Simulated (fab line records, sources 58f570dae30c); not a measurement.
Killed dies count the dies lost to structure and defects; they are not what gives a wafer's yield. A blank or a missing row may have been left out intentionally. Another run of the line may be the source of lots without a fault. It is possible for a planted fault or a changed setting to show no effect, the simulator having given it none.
Which tool is to blame?    flow berkeley-cmos170    7 lots, 21 wafers sampled, at 2 steps of a route of 331

## WHAT THE GAUGES SHOWED, per wafer
UCB170_PWELL_THK_MEAS_06.
lot   measured     on             PWELL_NITRIDE_THK (nm)
L225  day 3 13:53  film-metro-02  218.1 219.2 217.1
L227  day 3 17:37  film-metro-02  219.6 219.7 218.7
L230  day 4 16:38  film-metro-03  220.5 222.8 223.7
L233  day 5 19:35  film-metro-03  222.5 222.1 223.1
L236  day 6 00:04  film-metro-03  217.3 217.5 217.7
L238  day 6 13:23  film-metro-04  437.5 437.5 440.6
L244  day 7 10:55  film-metro-02  445.5 444.9 442.8

## WHAT TOOL EACH LOT RAN ON (gives the tool, then ch and the chambers of the sampled wafers, and finally the start)
lot   UCB170_PWELL_CVD_05
L225  lpcvd-01 ch 1, day 3 11:57
L227  lpcvd-01 ch 0, day 3 15:41
L230  lpcvd-01 ch 0, day 4 14:39
L233  lpcvd-02 ch 1, day 5 16:43
L236  lpcvd-02 ch 0, day 5 21:08
L238  lpcvd-01 ch 0, day 6 08:10 and lpcvd-02 ch 0, day 6 11:29
L244  lpcvd-02 ch 0, day 7 06:53
- UCB170_PWELL_CVD_05: deposits Si3N4 from SiH2Cl2/NH3, target thk 220 nm, time 3300 s.

## THE ANSWER, worked out from the rows above alone
Rule: the lots themselves supply what counts as usual. Put in order of their means at a reading, lots are off if they are a third of the lots or fewer, leave a main group of 4 or more, and stand apart from it by a gap of 3 or more times the standard deviation of the main group's means; of several such gaps the widest counts. A main group is skipped when, at the precision printed for the reading in the tables above, its means are all equal. A lot without any number at a reading at which 4 lots or more have one is off too. Where the step has rows for the other lots, those lots are counted as sound.
Off: L238, L244, seen at UCB170_PWELL_THK_MEAS_06 (PWELL_NITRIDE_THK). Mean 220.0 nm and standard deviation 2.1 in the main group.
If a tool, at a process step before that reading, ran all the lots that are off and no sound lot after the first of them, it fits. The gauges at UCB170_PWELL_THK_MEAS_06 are tried like those tools. One fits: UCB170_PWELL_CVD_05 on lpcvd-02. A fault onset in the window from L236 (day 5 21:08, its last sound lot) to L238 (day 6 11:29, its first lot off) fits.

## WHAT THE SIMULATOR PUT IN
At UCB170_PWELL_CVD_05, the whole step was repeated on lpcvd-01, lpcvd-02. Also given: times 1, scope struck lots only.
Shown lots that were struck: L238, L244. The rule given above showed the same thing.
